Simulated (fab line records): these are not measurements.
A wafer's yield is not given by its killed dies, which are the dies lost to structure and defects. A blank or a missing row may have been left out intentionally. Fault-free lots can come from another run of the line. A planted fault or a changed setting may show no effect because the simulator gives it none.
Lot-split experiment	flow rit-cmos	23 wafers read from 5 lots, route of 202 steps

== ON THE SPLIT ==
At RIT_NWELL_IMPLANT_08, the setting energy-kev was moved away from the recipe's 170 on 8 of the 23 wafers read, by +2.9% to +5.6%. This setting was run at the recipe's value on the other wafers.

Reading taken at the split's own step.

== THE READING ==
In nm, at RIT_NWELL_IMPLANT_08: implant.drp-nm, which is the simulator's own figure and was read by no gauge. There is no usual value for it anywhere in the file.

wafer	tool, chamber at the split	energy-kev as run	against the recipe	implant.drp-nm, nm	against lot-mates on the recipe
L075.1	implanter-04, 0	170	recipe	68.82	-
L075.6	implanter-04, 0	170	recipe	68.82	-
L075.2	implanter-04, 0	174.9	+2.9%	70.31	+1.49
L075.3	implanter-04, 0	174.9	+2.9%	70.31	+1.49
L075.5	implanter-04, 0	174.9	+2.9%	70.31	+1.49
L076.1	implanter-03, 0	170	recipe	68.82	-
L076.3	implanter-03, 0	170	recipe	68.82	-
L076.5	implanter-03, 0	170	recipe	68.82	-
L076.4	implanter-03, 0	179.6	+5.6%	71.71	+2.89
L076.6	implanter-03, 0	179.6	+5.6%	71.71	+2.89
L078.1	implanter-04, 0	170	recipe	68.82	-
L078.5	implanter-04, 0	170	recipe	68.82	-
L078.2	implanter-04, 0	175.8	+3.4%	70.58	+1.76
L078.3	implanter-04, 0	175.8	+3.4%	70.58	+1.76
L078.6	implanter-04, 0	175.8	+3.4%	70.58	+1.76
L079.1	implanter-01, 0	170	recipe	68.82	-
L079.4	implanter-01, 0	170	recipe	68.82	-
L079.5	implanter-01, 0	170	recipe	68.82	-
L084.1	implanter-01, 0	170	recipe	68.82	-
L084.2	implanter-01, 0	170	recipe	68.82	-
L084.3	implanter-01, 0	170	recipe	68.82	-
L084.4	implanter-01, 0	170	recipe	68.82	-
L084.6	implanter-01, 0	170	recipe	68.82	-

THE FIT
A straight line over all 23 wafers: implant.drp-nm changes by +0.514 nm for each +1% of energy-kev; r = +1.00; the points scatter about the line by 0.0055 nm.
The same after taking each lot's own level away (the mean of its wafers on the recipe; 23 wafers): +0.514 nm for each +1%; r = +1.00; scatter 0.0055 nm.
Per that fit: largest energy-kev move, reading shift of 2.9 nm.
The lots' own levels span 68.820 to 68.820 nm.
The two slopes are in agreement: the lot-to-lot level therefore moves the slope only a little.
Check: for one of the wafers moved furthest among these (+5.6%), held out of the fit, the line's prediction against its lot-mates is +2.91 nm. It came out at +2.89 nm against them.

== THESE WAFERS: OTHER SPLITS ==
Note: prior to the reading, these wafers also went through further splits. Each is held against what the fit with the lots' levels taken away leaves over:
other split on the same wafers	wafers away from the commonest value	r with implant.drp-nm (lot level and that fit taken away)
RIT_ACTIVE_OXIDATION_01 ox-time-s	18	+0.13
RIT_ACTIVE_COAT_06 resist-thk-nm	9	+0.12
RIT_FOX2_OXIDATION_00 temp-c	10	+0.14
RIT_FOX2_WET_ETCH_03 time-s	10	+0.29

== THE WHOLE CHAIN: every reading that the file lists as answering this split, in the file's order ==
step	what it does	reading	change (the file's fit)	r (the file's)
RIT_NWELL_IMPLANT_08		implant.rp-nm (the simulator's own value, which no gauge read)	+2.24 nm for each +1% of the setting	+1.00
RIT_NWELL_IMPLANT_08		implant.drp-nm (the simulator's own value, which no gauge read)	+0.513 nm for each +1% of the setting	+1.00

== FILE'S OWN FIT ==
implant.drp-nm changes by +0.513 nm for each +1% of energy-kev, r = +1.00.
